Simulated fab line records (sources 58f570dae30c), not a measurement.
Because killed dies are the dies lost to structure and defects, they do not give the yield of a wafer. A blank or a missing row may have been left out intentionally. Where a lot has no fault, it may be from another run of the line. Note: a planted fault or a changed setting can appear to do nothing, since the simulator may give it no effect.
One fault seen from 2 desks || flow berkeley_cmos170 || only its own numbers are on each desk; what lay behind them is given at the end

## METROLOGY DESK
Means of the sampled wafers that have a number, per lot and without regard to the tool the lot ran on: this is what the gauges read. The brackets show how far a lot's mean lies from the usual mean; more than 4 standard deviations puts the lot out of limits, marked OUT.
Columns: A = NWELL_OXIDE_THK at UCB170_NWELL_THK_MEAS_02, usual 26.5 nm; B = NSD_TW at UCB170_NSD_TW_MEAS_10, usual 4163; C = NSD_RS at UCB170_SDANNEAL_RS_MEAS_03, usual 37.25 ohm/sq; D = V1_POLISHED_THK at UCB170_V1_THK_MEAS_04, usual 999.8 nm
{"lot": "L923", "first seen here": "day 2 04:23", "A": 27.0, "B": 4209, "C": 37.21, "D": 999.6}
{"lot": "L925", "first seen here": "day 2 09:04", "A": 26.3, "B": 4210, "C": 37.23, "D": 998.0}
{"lot": "L927", "first seen here": "day 3 01:40", "A": 27.3, "B": 4215, "C": 37.29, "D": 999.1}
{"lot": "L928", "first seen here": "day 3 01:41", "A": 26.7, "B": 4216, "C": 37.17, "D": 1000.3}
{"lot": "L930", "first seen here": "day 3 07:46", "A": 27.1, "B": 4121, "C": 37.29, "D": 999.6}
{"lot": "L929", "first seen here": "day 3 07:47", "A": 26.7, "B": 4114, "C": 37.27, "D": 1000.0}
{"lot": "L932", "first seen here": "day 3 22:38", "A": 26.9, "B": 4223, "C": 37.39, "D": 1000.1}
{"lot": "L933", "first seen here": "day 4 04:17", "A": 26.0, "B": 4127, "C": 37.20, "D": 998.2}
{"lot": "L934", "first seen here": "day 4 12:49", "A": 26.0, "B": 4115, "C": 37.29, "D": 1000.8}
{"lot": "L935", "first seen here": "day 4 12:49", "A": 26.2, "B": 4131, "C": 37.20, "D": 1000.4}
{"lot": "L939", "first seen here": "day 5 09:04", "A": 26.5, "B": 4220, "C": "33.05 (-47) OUT", "D": 999.4}
{"lot": "L942", "first seen here": "day 6 01:29", "A": 26.2, "B": 4334, "C": "33.05 (-47) OUT", "D": 1001.2}
{"lot": "L944", "first seen here": "day 6 13:03", "A": 26.1, "B": 4152, "C": 37.24, "D": 999.6}
{"lot": "L946", "first seen here": "day 6 22:37", "A": 26.9, "B": 4167, "C": 37.23, "D": 1000.8}
This desk's finding: out of limits on L939, L942; first on L939, day 10 20:58 (NSD_RS at UCB170_SDANNEAL_RS_MEAS_03). In limits: L923, L925, L927, L928, L930, L929, L932, L933, L934, L935, L944, L946.

## THE TOOL OWNER'S DESK: implanter-03
The tool's own readings at UCB170_NSD_IMPLANT_08: means of the sampled wafers that have a number, for each lot that ran on this tool. The brackets show how far a lot's mean lies from the usual mean; more than 4 standard deviations puts the lot out of limits, marked OUT.
Columns: A = beam_on_s at UCB170_NSD_IMPLANT_08, usual 10.03 s; B = end_station_pressure_torr at UCB170_NSD_IMPLANT_08, usual 1.26e-05 Torr; C = faraday_current_uA at UCB170_NSD_IMPLANT_08, usual 9232; D = tilt_deg at UCB170_NSD_IMPLANT_08, usual 6.998 degrees
{"lot": "L925", "first seen here": "day 7 21:57", "A": 10.18, "B": 1.26e-05, "C": 9074, "D": 6.970}
{"lot": "L930", "first seen here": "day 9 01:42", "A": 9.99, "B": 1.26e-05, "C": 9249, "D": 6.964}
{"lot": "L935", "first seen here": "day 9 23:00", "A": 10.08, "B": 1.17e-05, "C": 9209, "D": 6.996}
{"lot": "L939", "first seen here": "day 10 19:02", "A": "13.47 (+16) OUT", "B": "1.01e-04 (+99 or more) OUT", "C": "7147 (-10) OUT", "D": 6.988}
{"lot": "L942", "first seen here": "day 11 17:46", "A": "13.54 (+17) OUT", "B": "9.56e-05 (+99 or more) OUT", "C": "7091 (-11) OUT", "D": 7.019}
This desk finds L939, L942 out of limits, L939 being first, at day 10 19:02 (beam_on_s at UCB170_NSD_IMPLANT_08). In limits: L925, L930, L935.

## PUT TOGETHER
The tool owner's desk had the chance to raise an alarm at day 10 19:02 on L939, L942.
On L939, L942, the metrology desk was in a position to raise an alarm at day 10 20:58.
All the named lots went through UCB170_NSD_IMPLANT_08 on implanter-03.

## WHAT WAS PUT IN BY THE SIMULATOR
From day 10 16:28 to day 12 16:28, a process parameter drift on implanter-03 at UCB170_NSD_IMPLANT_08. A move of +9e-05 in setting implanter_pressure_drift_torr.
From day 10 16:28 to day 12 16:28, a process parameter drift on implanter-03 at UCB170_NSD_IMPLANT_08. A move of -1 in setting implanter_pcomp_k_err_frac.
Shown lots that were struck: L939, L942.
Delay (hours) between the fault's onset and each desk's first out-of-limits reading: 3 at the tool owner's desk, 5 at the metrology desk.
